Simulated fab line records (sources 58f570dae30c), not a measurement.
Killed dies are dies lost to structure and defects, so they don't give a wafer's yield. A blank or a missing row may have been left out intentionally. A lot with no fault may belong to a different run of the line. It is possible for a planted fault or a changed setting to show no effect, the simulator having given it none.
Chamber matching :: flow berkeley_cmos170 :: UCB170_GATE_ETCH_15 on rie_si-01 has 4 sister chambers
The step etches poly-Si in HBr/Cl2, stops on SiO2, time 56.3 s, target depth 278.2 nm. 7 wafers are shown with their chamber, then 8 later ones without.

WAFERS WITH THEIR CHAMBER
wafer: L721.3
chamber: 1
throttle_valve_pct (%): 26.46
oes_product_au (a.u.): 0.857

wafer: L723.2
chamber: 3
throttle_valve_pct (%): 26.17
oes_product_au (a.u.): 0.830

wafer: L723.4
chamber: 0
throttle_valve_pct (%): 26.43
oes_product_au (a.u.): 0.816

wafer: L728.3
chamber: 2
throttle_valve_pct (%): 26.36
oes_product_au (a.u.): 0.841

wafer: L728.4
chamber: 0
throttle_valve_pct (%): 26.44
oes_product_au (a.u.): 0.829

wafer: L728.5
chamber: 3
throttle_valve_pct (%): 26.17
oes_product_au (a.u.): 0.843

wafer: L725.1
chamber: 2
throttle_valve_pct (%): 26.34
oes_product_au (a.u.): 0.847

WAFERS MISSING THEIR CHAMBER
wafer: L725.2
throttle_valve_pct (%): 26.45
oes_product_au (a.u.): 0.822

wafer: L725.3
throttle_valve_pct (%): 26.47
oes_product_au (a.u.): 0.858

wafer: L733.1
throttle_valve_pct (%): 26.48
oes_product_au (a.u.): 0.869

wafer: L733.2
throttle_valve_pct (%): 26.16
oes_product_au (a.u.): 0.843

wafer: L733.6
throttle_valve_pct (%): 26.47
oes_product_au (a.u.): 0.867

wafer: L736.3
throttle_valve_pct (%): 26.19
oes_product_au (a.u.): 0.846

wafer: L736.5
throttle_valve_pct (%): 26.18
oes_product_au (a.u.): 0.848

wafer: L736.6
throttle_valve_pct (%): 26.35
oes_product_au (a.u.): 0.840

THE CHAMBER EACH PASSED THROUGH
wafer: L725.2
from the rows above: 0
in truth: 0

wafer: L725.3
from the rows above: 1
in truth: 1

wafer: L733.1
from the rows above: 1
in truth: 1

wafer: L733.2
from the rows above: 3
in truth: 3

wafer: L733.6
from the rows above: 1
in truth: 1

wafer: L736.3
from the rows above: 3
in truth: 3

wafer: L736.5
from the rows above: 3
in truth: 3

wafer: L736.6
from the rows above: 2
in truth: 2
8 of 8 placed correctly. From these rows, 0 cannot be placed. Number placed wrongly: 0.
How it was worked out, from the rows above alone: a wafer's distance from a chamber is the root of the sum, over the readings, of the square of ((its reading less the chamber's mean) divided by the reading's scatter). The wafer belongs to the nearest chamber; if the next one is less than 2 further off, it can't be placed. Each chamber's mean is taken over the wafers shown for it. The scatter: take each reading less its chamber's mean, square it, sum over the shown wafers, divide by the number of wafers less the number of chambers, and take the root.
